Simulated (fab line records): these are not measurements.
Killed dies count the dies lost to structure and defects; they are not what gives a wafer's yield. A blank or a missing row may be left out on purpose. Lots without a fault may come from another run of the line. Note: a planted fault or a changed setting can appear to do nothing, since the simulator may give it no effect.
fab line records | flow rit_cmos
[record] lots = 15 | wafers = 45 | last_day = 7
route steps=202 shown FOX1@21 NWELL@36 SDANNEAL@156 M1@194
lots with no fault: from the same line, run without faults
start_h: hours from the record's first day to the start of the lot's first wafer shown | wait_h: hours since the lot's step before | " same as the row above | L1.1+2: several wafers, shown together as one row | - value missing, or start not given | * or withheld: withheld | < > ~ a bound
route shown NAME@n: a module of which the file shows steps, and the number in the route of the first | usual: mean/standard deviation taken from wafers without a fault | same: alike in all rows | chamber/n: place in a boat | sites: per-site readings | _std_site: the standard deviation of these | _edge_site: mean of outer sites minus mean of inner sites | radius_mm: how far each site lies from the wafer's centre | mask NAME#n: copy n | behind: the tool/chamber that last shaped the wafer | hold: reason for holding the lot/hours on hold/outcome of the hold | device: whichever transistor did not switch (one of n, p or np) | end of line: tests run on the same wafers once the route is complete | a step without rows: its recipe alone | killed: dies lost to structure and defects at the first sort, not the wafer's yield | map: the dies of a wafer, with x for killed, . for not killed, _ for no die there
set.NAME: the run value of the setting; set.NAME@STEP: its run value at that earlier step | model.NAME: the simulator's own value behind a step, which no gauge read
one table for each step of the route and one row for each wafer, over a sample of lots
services: a tool's chamber out of use, with start hour (start_h, from the record's first day; less than 0 if before it), hours out, and reason
[[steps]]
[step RIT_FOX1_THK_MEAS_01]
[recipe] reads = SiO2_of_FOX1_OXIDATION_00
[usual] FOX1_OXIDE_THK = 350/7.9
lot.wafer | tool          | chamber | start_h | wait_h | FOX1_OXIDE_THK[nm]
L721.2    | film_metro-02 | -       | 25.42   | 0.0    | 353
L721.3    | "             | -       | "       | "      | 354
L721.6    | "             | -       | "       | "      | 351
L723.3    | film_metro-02 | -       | 36.34   | 0.0    | 349
L723.4    | "             | -       | "       | "      | 352
L723.6    | "             | -       | "       | "      | 347
L726.2    | film_metro-03 | -       | 50.92   | 0.0    | 354
L726.4    | "             | -       | "       | "      | 355
L726.6    | "             | -       | "       | "      | 350
L725.4    | film_metro-02 | -       | 50.94   | 0.0    | 337
L725.5    | "             | -       | "       | "      | 336
L725.6    | "             | -       | "       | "      | 336
L728.1    | film_metro-02 | -       | 61.85   | 0.0    | 350
L728.3    | "             | -       | "       | "      | 348
L728.4    | "             | -       | "       | "      | 352
L727.2    | film_metro-04 | -       | 61.86   | 0.0    | 331
L727.3    | "             | -       | "       | "      | 333
L727.6    | "             | -       | "       | "      | 334
L729.1    | film_metro-04 | -       | 68.97   | 0.0    | 346
L729.2    | "             | -       | "       | "      | 349
L729.5    | "             | -       | "       | "      | 342
L730.1    | film_metro-04 | -       | 75.93   | 0.0    | 347
L730.2    | "             | -       | "       | "      | 350
L730.6    | "             | -       | "       | "      | 352
L732.1    | film_metro-02 | -       | 92.22   | 0.0    | 349
L732.4    | "             | -       | "       | "      | 353
L732.6    | "             | -       | "       | "      | 351
L733.1    | film_metro-04 | -       | 92.22   | 0.0    | 353
L733.5    | "             | -       | "       | "      | 353
L733.6    | "             | -       | "       | "      | 354
L734.3    | film_metro-03 | -       | 92.24   | 0.0    | 353
L734.4    | "             | -       | "       | "      | 357
L734.5    | "             | -       | "       | "      | 356
L737.1    | film_metro-04 | -       | 108.45  | 0.0    | 347
L737.4    | "             | -       | "       | "      | 344
L737.6    | "             | -       | "       | "      | 338
L740.4    | film_metro-04 | -       | 122.65  | 0.0    | 359
L740.5    | "             | -       | "       | "      | 355
L740.6    | "             | -       | "       | "      | 357
L742.3    | film_metro-04 | -       | 131.10  | 0.0    | 354
L742.5    | "             | -       | "       | "      | 348
L742.6    | "             | -       | "       | "      | 346
L743.1    | film_metro-02 | -       | 134.94  | 0.0    | 348
L743.2    | "             | -       | "       | "      | 351
L743.3    | "             | -       | "       | "      | 350
[step RIT_NWELL_IMPLANT_08]
[recipe] species = P | energy_kev = 170 | dose_cm2 = 5e+13 | tilt_deg = 7
[usual] beam_energy_keV = 170.00/0.058 | beam_on_s = 10.01/0.19 | faraday_current_uA = 158/3 | tilt_deg = 6.998/0.018
[same] implant_ion_amu = 31
lot.wafer | tool         | chamber | start_h | wait_h | beam_energy_keV | beam_on_s | faraday_current_uA | tilt_deg
L721.2    | implanter-04 | 0       | 31.05   | 0.2    | 170.08          | 9.90      | 160                | 7.014
L721.3    | "            | 0       | "       | "      | 170.07          | 9.74      | 162                | 7.029
L721.6    | "            | 0       | "       | "      | 170.11          | 9.64      | 165                | 6.991
L723.3    | implanter-02 | 0       | 49.32   | 0.2    | 170.08          | 9.96      | 160                | 6.992
L723.4    | "            | 0       | "       | "      | 170.02          | 9.67      | 163                | 7.004
L723.6    | "            | 0       | "       | "      | 169.96          | 9.88      | 160                | 7.008
L726.2    | implanter-03 | 0       | 57.96   | 0.2    | 170.05          | 9.86      | 160                | 6.963
L726.4    | "            | 0       | "       | "      | 170.05          | 9.83      | 161                | 6.975
L726.6    | "            | 0       | "       | "      | 170.00          | 9.80      | 162                | 7.021
L725.4    | implanter-04 | 0       | 57.97   | 0.2    | 170.05          | 10.16     | 156                | 7.006
L725.5    | "            | 0       | "       | "      | 169.94          | 10.00     | 159                | 7.033
L725.6    | "            | 0       | "       | "      | 170.00          | 10.09     | 158                | 7.004
L728.1    | implanter-02 | 0       | 69.07   | 0.2    | 170.03          | 10.18     | 156                | 6.999
L728.3    | "            | 0       | "       | "      | 170.05          | 9.68      | 163                | 6.987
L728.4    | "            | 0       | "       | "      | 170.05          | 9.85      | 162                | 7.029
L727.2    | implanter-04 | 0       | 69.34   | 0.2    | 170.02          | 10.19     | 156                | 6.985
L727.3    | "            | 0       | "       | "      | 170.00          | 9.97      | 159                | 6.992
L727.6    | "            | 0       | "       | "      | 170.06          | 10.19     | 156                | 6.974
L729.1    | implanter-04 | 0       | 73.59   | 0.2    | 170.02          | 10.09     | 157                | 7.011
L729.2    | "            | 0       | "       | "      | 169.99          | 10.07     | 157                | 6.998
L729.5    | "            | 0       | "       | "      | 169.92          | 9.98      | 159                | 7.013
L730.1    | implanter-02 | 0       | 89.42   | 0.2    | 170.04          | 9.94      | 160                | 6.988
L730.2    | "            | 0       | "       | "      | 169.99          | 9.86      | 160                | 7.004
L730.6    | "            | 0       | "       | "      | 169.92          | 10.00     | 158                | 7.002
L732.1    | implanter-02 | 0       | 96.85   | 0.2    | 169.86          | 10.35     | 153                | 7.004
L732.4    | "            | 0       | "       | "      | 169.82          | 9.66      | 164                | 7.043
L732.6    | "            | 0       | "       | "      | 169.85          | 10.02     | 158                | 6.986
L733.1    | implanter-03 | 0       | 97.13   | 0.2    | 169.93          | 9.79      | 162                | 7.011
L733.5    | "            | 0       | "       | "      | 169.94          | 10.20     | 156                | 7.002
L733.6    | "            | 0       | "       | "      | 169.93          | 10.22     | 155                | 6.996
L734.3    | implanter-02 | 0       | 97.43   | 0.2    | 170.05          | 7.80      | 203                | 6.995
L734.4    | "            | 0       | "       | "      | 170.13          | 8.03      | 198                | 7.011
L734.5    | "            | 0       | "       | "      | 170.04          | 7.93      | 200                | 7.004
L737.1    | implanter-02 | 0       | 112.58  | 0.2    | 170.00          | 7.81      | 202                | 6.968
L737.4    | "            | 0       | "       | "      | 170.04          | 8.04      | 197                | 7.014
L737.6    | "            | 0       | "       | "      | 170.00          | 7.86      | 201                | 6.983
L740.4    | implanter-02 | 0       | 126.49  | 0.2    | 170.01          | 7.97      | 199                | 6.992
L740.5    | "            | 0       | "       | "      | 170.01          | 7.75      | 204                | 6.999
L740.6    | "            | 0       | "       | "      | 170.02          | 7.94      | 199                | 6.995
L742.3    | implanter-04 | 0       | 136.35  | 0.2    | 169.99          | 9.80      | 162                | 7.001
L742.5    | "            | 0       | "       | "      | 169.96          | 10.16     | 156                | 7.005
L742.6    | "            | 0       | "       | "      | 170.02          | 9.94      | 159                | 7.023
L743.1    | implanter-04 | 0       | 140.01  | 0.2    | 170.09          | 9.80      | 162                | 7.020
L743.2    | "            | 0       | "       | "      | 170.01          | 10.01     | 158                | 6.995
L743.3    | "            | 0       | "       | "      | 170.10          | 10.00     | 159                | 7.043
[step RIT_NWELL_TW_MEAS_10]
[usual] NWELL_TW = 2146/23
lot.wafer | tool          | chamber | start_h | wait_h | NWELL_TW
L721.2    | film_metro-01 | -       | 31.36   | 0.1    | 2161
L721.3    | "             | -       | "       | "      | 2164
L721.6    | "             | -       | "       | "      | 2172
L723.3    | film_metro-01 | -       | 49.62   | 0.1    | 2184
L723.4    | "             | -       | "       | "      | 2163
L723.6    | "             | -       | "       | "      | 2170
L725.4    | film_metro-01 | -       | 58.25   | 0.1    | 2160
L725.5    | "             | -       | "       | "      | 2175
L725.6    | "             | -       | "       | "      | 2178
L726.2    | film_metro-04 | -       | 58.27   | 0.1    | 2123
L726.4    | "             | -       | "       | "      | 2107
L726.6    | "             | -       | "       | "      | 2130
L728.1    | film_metro-01 | -       | 69.39   | 0.1    | 2178
L728.3    | "             | -       | "       | "      | 2185
L728.4    | "             | -       | "       | "      | 2184
L727.2    | film_metro-01 | -       | 69.65   | 0.1    | 2186
L727.3    | "             | -       | "       | "      | 2190
L727.6    | "             | -       | "       | "      | 2175
L729.1    | film_metro-04 | -       | 73.91   | 0.1    | 2122
L729.2    | "             | -       | "       | "      | 2128
L729.5    | "             | -       | "       | "      | 2137
L730.1    | film_metro-02 | -       | 89.74   | 0.1    | 2165
L730.2    | "             | -       | "       | "      | 2168
L730.6    | "             | -       | "       | "      | 2164
L732.1    | film_metro-04 | -       | 97.18   | 0.1    | 2138
L732.4    | "             | -       | "       | "      | 2116
L732.6    | "             | -       | "       | "      | 2127
L733.1    | film_metro-04 | -       | 97.45   | 0.1    | 2140
L733.5    | "             | -       | "       | "      | 2133
L733.6    | "             | -       | "       | "      | 2125
L734.3    | film_metro-01 | -       | 97.72   | 0.1    | 2030
L734.4    | "             | -       | "       | "      | 2021
L734.5    | "             | -       | "       | "      | 2036
L737.1    | film_metro-02 | -       | 112.91  | 0.1    | 1986
L737.4    | "             | -       | "       | "      | 1994
L737.6    | "             | -       | "       | "      | 2006
L740.4    | film_metro-04 | -       | 126.77  | 0.1    | 1972
L740.5    | "             | -       | "       | "      | 1962
L740.6    | "             | -       | "       | "      | 1971
L742.3    | film_metro-04 | -       | 136.65  | 0.1    | 2117
L742.5    | "             | -       | "       | "      | 2107
L742.6    | "             | -       | "       | "      | 2120
L743.1    | film_metro-01 | -       | 140.34  | 0.1    | 2165
L743.2    | "             | -       | "       | "      | 2171
L743.3    | "             | -       | "       | "      | 2171
[step RIT_WELLDRIVE_RS_MEAS_01]
[recipe] thk_meas_gauge = four-point-probe
[usual] NWELL_RS = 275.5/0.74
lot.wafer | tool          | chamber | start_h | wait_h | NWELL_RS[ohm/sq]
L721.2    | film_metro-01 | -       | 42.74   | 0.0    | 275.7
L721.3    | "             | -       | "       | "      | 275.9
L721.6    | "             | -       | "       | "      | 275.5
L723.3    | film_metro-04 | -       | 60.60   | 0.0    | 275.0
L723.4    | "             | -       | "       | "      | 275.4
L723.6    | "             | -       | "       | "      | 275.7
L726.2    | film_metro-04 | -       | 65.67   | 0.0    | 275.5
L726.4    | "             | -       | "       | "      | 275.8
L726.6    | "             | -       | "       | "      | 275.8
L725.4    | film_metro-02 | -       | 65.71   | 0.1    | 275.4
L725.5    | "             | -       | "       | "      | 275.5
L725.6    | "             | -       | "       | "      | 276.1
L728.1    | film_metro-04 | -       | 81.01   | 0.0    | 275.2
L728.3    | "             | -       | "       | "      | 275.5
L728.4    | "             | -       | "       | "      | 275.8
L729.1    | film_metro-02 | -       | 81.01   | 0.0    | 275.4
L729.2    | "             | -       | "       | "      | 275.6
L729.5    | "             | -       | "       | "      | 276.2
L727.2    | film_metro-01 | -       | 81.03   | 0.0    | 274.2
L727.3    | "             | -       | "       | "      | 274.0
L727.6    | "             | -       | "       | "      | 274.8
L730.1    | film_metro-02 | -       | 98.29   | 0.0    | 275.9
L730.2    | "             | -       | "       | "      | 275.4
L730.6    | "             | -       | "       | "      | 275.4
L732.1    | film_metro-01 | -       | 104.65  | 0.0    | 276.5
L732.4    | "             | -       | "       | "      | 276.7
L732.6    | "             | -       | "       | "      | 276.6
L733.1    | film_metro-04 | -       | 106.56  | 0.0    | 276.0
L733.5    | "             | -       | "       | "      | 275.5
L733.6    | "             | -       | "       | "      | 275.3
L734.3    | film_metro-02 | -       | 106.60  | 0.0    | 315.4
L734.4    | "             | -       | "       | "      | 316.4
L734.5    | "             | -       | "       | "      | 316.4
L737.1    | film_metro-04 | -       | 120.43  | 0.0    | 316.9
L737.4    | "             | -       | "       | "      | 316.6
L737.6    | "             | -       | "       | "      | 315.5
L740.4    | film_metro-04 | -       | 135.35  | 0.1    | 314.7
L740.5    | "             | -       | "       | "      | 315.5
L740.6    | "             | -       | "       | "      | 315.6
L742.3    | film_metro-01 | -       | 143.97  | 0.1    | 276.4
L742.5    | "             | -       | "       | "      | 276.2
L742.6    | "             | -       | "       | "      | 276.1
L743.1    | film_metro-01 | -       | 148.38  | 0.0    | 275.0
L743.2    | "             | -       | "       | "      | 274.0
L743.3    | "             | -       | "       | "      | 274.1
[step RIT_SDANNEAL_RTA_03]
[recipe] temp_c = 1050 | time_s = 5 | idle_temp_c = 600 | ramp_up_c_per_s = 342 | ramp_down_c_per_s = 171 | cool_to_c = 600 | ambient = N2
[usual] wafer_temp_C_max = 1053.5/1.1
lot.wafer | tool          | chamber | start_h | wait_h | wafer_temp_C_max
L721.2    | rtp_anneal-02 | 0       | 74.66   | 0.0    | 1052.7
L721.3    | "             | 0       | "       | "      | 1051.3
L721.6    | "             | 0       | "       | "      | 1055.2
L723.3    | rtp_anneal-02 | 0       | 92.78   | 0.0    | 1053.5
L723.4    | "             | 0       | "       | "      | 1054.4
L723.6    | "             | 0       | "       | "      | 1052.8
L726.2    | rtp_anneal-02 | 0       | 100.94  | 0.0    | 1053.3
L726.4    | "             | 0       | "       | "      | 1052.3
L726.6    | "             | 0       | "       | "      | 1052.6
L727.2    | rtp_anneal-01 | 0       | 113.68  | 0.0    | 1055.5
L727.3    | "             | 0       | "       | "      | 1054.8
L727.6    | "             | 0       | "       | "      | 1052.6
L725.4    | rtp_anneal-02 | 0       | 114.00  | 0.0    | 1053.2
L725.5    | "             | 0       | "       | "      | 1053.2
L725.6    | "             | 0       | "       | "      | 1051.2
L728.1    | rtp_anneal-01 | 0       | 114.09  | 0.0    | 1055.9
L728.3    | "             | 0       | "       | "      | 1054.5
L728.4    | "             | 0       | "       | "      | 1052.2
L729.1    | rtp_anneal-02 | 0       | 114.24  | 0.0    | 1052.5
L729.2    | "             | 0       | "       | "      | 1054.8
L729.5    | "             | 0       | "       | "      | 1054.5
L730.1    | rtp_anneal-01 | 0       | 128.05  | 0.0    | 1053.7
L730.2    | "             | 0       | "       | "      | 1051.7
L730.6    | "             | 0       | "       | "      | 1052.1
L734.3    | rtp_anneal-01 | 0       | 137.57  | 0.0    | 1053.7
L734.4    | "             | 0       | "       | "      | 1052.8
L734.5    | "             | 0       | "       | "      | 1051.9
L732.1    | rtp_anneal-02 | 0       | 138.02  | 0.0    | 1053.2
L732.4    | "             | 0       | "       | "      | 1052.5
L732.6    | "             | 0       | "       | "      | 1051.9
L733.1    | rtp_anneal-01 | 0       | 140.08  | 0.0    | 1050.9
L733.5    | "             | 0       | "       | "      | 1052.6
L733.6    | "             | 0       | "       | "      | 1055.2
L737.1    | rtp_anneal-02 | 0       | 147.67  | 0.0    | 1053.6
L737.4    | "             | 0       | "       | "      | 1053.8
L737.6    | "             | 0       | "       | "      | 1053.9
L740.4    | rtp_anneal-01 | 0       | 159.99  | 0.0    | 1053.8
L740.5    | "             | 0       | "       | "      | 1055.4
L740.6    | "             | 0       | "       | "      | 1053.2
L742.3    | rtp_anneal-01 | 0       | 167.41  | 0.0    | 1054.4
L742.5    | "             | 0       | "       | "      | 1052.3
L742.6    | "             | 0       | "       | "      | 1053.7
L743.1    | rtp_anneal-02 | 0       | 169.94  | 0.0    | 1052.9
L743.2    | "             | 0       | "       | "      | 1056.4
L743.3    | "             | 0       | "       | "      | 1052.6
[step RIT_M1_OVL_MEAS_10]
[usual] M1_OVL = -1.6/1.5
lot.wafer | tool       | chamber | start_h | wait_h | M1_OVL[nm]
L721.2    | overlay-01 | -       | 79.41   | 0.1    | -2.5
L721.3    | "          | -       | "       | "      | -2.8
L721.6    | "          | -       | "       | "      | -2.2
L723.3    | overlay-02 | -       | 97.60   | 0.1    | -1.8
L723.4    | "          | -       | "       | "      | -1.6
L723.6    | "          | -       | "       | "      | -0.8
L726.2    | overlay-02 | -       | 110.18  | 0.1    | -2.2
L726.4    | "          | -       | "       | "      | -0.4
L726.6    | "          | -       | "       | "      | -2.8
L727.2    | overlay-01 | -       | 124.06  | 0.1    | -3.0
L727.3    | "          | -       | "       | "      | -1.7
L727.6    | "          | -       | "       | "      | -2.9
L725.4    | overlay-01 | -       | 124.34  | 0.1    | -3.5
L725.5    | "          | -       | "       | "      | -2.3
L725.6    | "          | -       | "       | "      | -2.2
L728.1    | overlay-02 | -       | 124.44  | 0.1    | -1.7
L728.3    | "          | -       | "       | "      | -1.6
L728.4    | "          | -       | "       | "      | 0.1
L729.1    | overlay-01 | -       | 124.63  | 0.1    | -2.7
L729.2    | "          | -       | "       | "      | -1.5
L729.5    | "          | -       | "       | "      | -0.5
L730.1    | overlay-02 | -       | 133.40  | 0.1    | -2.4
L730.2    | "          | -       | "       | "      | -1.8
L730.6    | "          | -       | "       | "      | -1.9
L732.1    | overlay-01 | -       | 143.11  | 0.1    | -3.6
L732.4    | "          | -       | "       | "      | -3.1
L732.6    | "          | -       | "       | "      | -3.6
L734.3    | overlay-02 | -       | 143.54  | 0.1    | 1.2
L734.4    | "          | -       | "       | "      | 1.5
L734.5    | "          | -       | "       | "      | 0.4
L733.1    | overlay-01 | -       | 145.03  | 0.1    | -1.1
L733.5    | "          | -       | "       | "      | 0.6
L733.6    | "          | -       | "       | "      | -0.2
L737.1    | overlay-02 | -       | 152.69  | 0.1    | 0.3
L737.4    | "          | -       | "       | "      | 1.2
L737.6    | "          | -       | "       | "      | -0.7
L740.4    | overlay-02 | -       | 164.82  | 0.1    | -0.6
L740.5    | "          | -       | "       | "      | -1.6
L740.6    | "          | -       | "       | "      | -1.7
L742.3    | overlay-01 | -       | 172.17  | 0.1    | -0.2
L742.5    | "          | -       | "       | "      | -0.3
L742.6    | "          | -       | "       | "      | 0.5
L743.1    | overlay-02 | -       | 174.97  | 0.1    | -0.9
L743.2    | "          | -       | "       | "      | -1.7
L743.3    | "          | -       | "       | "      | -1.0
[step RIT_M1_PROBE_99]
[usual] killed_at_contacts = 0.1/0.25 | killed_at_front_end = 7/3.1 | killed_dies = 7/3.2 | killed_on_rim = 1.9/1.5 | killed_open = 3.3/2 | killed_short = 3.5/2
[same] gross_dies = 264 | killed_at_M0_to_M3 = 0 | killed_at_M4_up = 0 | killed_at_back_side = 0 | killed_at_other = 0
lot.wafer | tool      | chamber | start_h | wait_h | killed_at_contacts | killed_at_front_end | killed_dies | killed_on_rim | killed_open | killed_short
L723.3    | prober-01 | -       | 100.42  | 0.2    | 0                  | 9                   | 9           | 2             | 6           | 3
L723.4    | prober-01 | -       | 100.47  | 0.2    | 0                  | 8                   | 8           | 2             | 6           | 2
L723.6    | prober-01 | -       | 100.57  | 0.2    | 0                  | 5                   | 5           | 2             | 1           | 4
L732.1    | prober-01 | -       | 145.67  | 0.1    | 0                  | 6                   | 6           | 4             | 3           | 3
L732.4    | prober-01 | -       | 145.82  | 0.2    | 0                  | 3                   | 3           | 0             | 2           | 1
L732.6    | prober-01 | -       | 145.92  | 0.2    | 0                  | 4                   | 4           | 0             | 2           | 2
L737.1    | prober-02 | -       | 156.23  | 0.1    | 0                  | 4                   | 4           | 0             | 3           | 1
L737.4    | prober-02 | -       | 156.38  | 0.2    | 0                  | 5                   | 5           | 1             | 3           | 2
L737.6    | prober-02 | -       | 156.48  | 0.2    | 0                  | 10                  | 10          | 3             | 5           | 5
L743.1    | prober-02 | -       | 177.51  | 0.1    | 0                  | 7                   | 7           | 0             | 2           | 5
L743.2    | prober-02 | -       | 177.56  | 0.1    | 0                  | 9                   | 9           | 3             | 2           | 7
L743.3    | prober-02 | -       | 177.61  | 0.2    | 0                  | 9                   | 9           | 0             | 5           | 4
// killed by level:class
L723.3 FOX1:geometric_particle:open=2 REOX:geometric_particle:open=2 SPACER:geometric_particle:short=2 GATE:geometric_particle:open=1 GATE:geometric_particle:short=1 SPACER:geometric_particle:open=1
L723.4 SILICIDE:geometric_particle:open=2 FOX1:geometric_particle:open=1 FOX2:geometric_particle:open=1 GATE:geometric_particle:open=1 GATE:geometric_particle:short=1 REOX:geometric_particle:open=1 REOX:geometric_particle:short=1
L723.6 GATE:geometric_particle:short=3 SILICIDE:geometric_particle:open=1 SILICIDE:geometric_particle:short=1
L732.1 SPACER:geometric_particle:short=2 SILICIDE:geometric_particle:open=2 FOX1:geometric_particle:open=1 REOX:geometric_particle:short=1
L732.4 GATE:geometric_particle:open=2 GATE:geometric_particle:short=1
L732.6 GATE:geometric_particle:short=2 FOX1:geometric_particle:open=1 GATE:geometric_particle:open=1
L737.1 FOX1:geometric_particle:open=1 FOX2:geometric_particle:short=1 GATE:geometric_particle:open=1 SILICIDE:geometric_particle:open=1
L737.4 FOX2:geometric_particle:open=2 FOX2:geometric_particle:short=1 GATE:geometric_particle:short=1 GATE:geometric_particle:open=1
L737.6 GATE:geometric_particle:short=4 GATE:geometric_particle:open=3 FOX2:geometric_particle:open=2 REOX:geometric_particle:short=1
L743.1 GATE:geometric_particle:short=2 FOX1:geometric_particle:open=1 FOX2:geometric_particle:short=1 REOX:geometric_particle:short=1 SPACER:geometric_particle:short=1 SILICIDE:geometric_particle:open=1
L743.2 GATE:geometric_particle:short=4 REOX:geometric_particle:short=2 REOX:geometric_particle:open=2 FOX1:geometric_particle:short=1
L743.3 FOX1:geometric_particle:open=3 FOX1:geometric_particle:short=1 FOX2:geometric_particle:open=1 FOX2:geometric_particle:short=1 REOX:geometric_particle:short=1 SILICIDE:geometric_particle:open=1 SILICIDE:geometric_particle:short=1
[[services]]
tool         | chamber | start_h | hours | kind
implanter-04 | -       | 35.49   | 2.3   | repair
implanter-04 | -       | 46.20   | 6.6   | repair
implanter-04 | -       | 79.93   | 0.6   | repair
[[key]]
[first_sign] step = RIT_NWELL_IMPLANT_08 | reading = faraday_current_uA | direction = up | sigmas = 14 | usual = 158 | struck = 200
[effect] step = RIT_NWELL_IMPLANT_08 | reading = beam_on_s | direction = down | sigmas = 11 | usual = 10.01 | struck = 7.90
[effect] step = RIT_NWELL_TW_MEAS_10 | reading = NWELL_TW | direction = down | sigmas = 6.5 | usual = 2146 | struck = 1997
[effect] step = RIT_WELLDRIVE_RS_MEAS_01 | reading = NWELL_RS | direction = up | sigmas = 55 | usual = 275.5 | struck = 315.9
met_at RIT_NWELL_IMPLANT_08
struck_lots L734,L737,L740
tester_left_out L734,L737,L740
not_acting_at RIT_FOX1_THK_MEAS_01,RIT_SDANNEAL_RTA_03,RIT_M1_OVL_MEAS_10
onset_between 96.85 97.43
[fault] kind = process_parameter_drift | tool = implanter-02 | chamber = - | onset_h = 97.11 | steps = RIT_NWELL_IMPLANT_08 | channel = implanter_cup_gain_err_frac | offset = 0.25 | shape = step | end_h = 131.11
// tester_left_out: of these lots the tester's yield and bins aren't shown, on N5 and GAA mostly nor the transistor test; their killed dies are dies lost to structure and defects alone, not to doping, threshold or leakage, so they don't give the yield
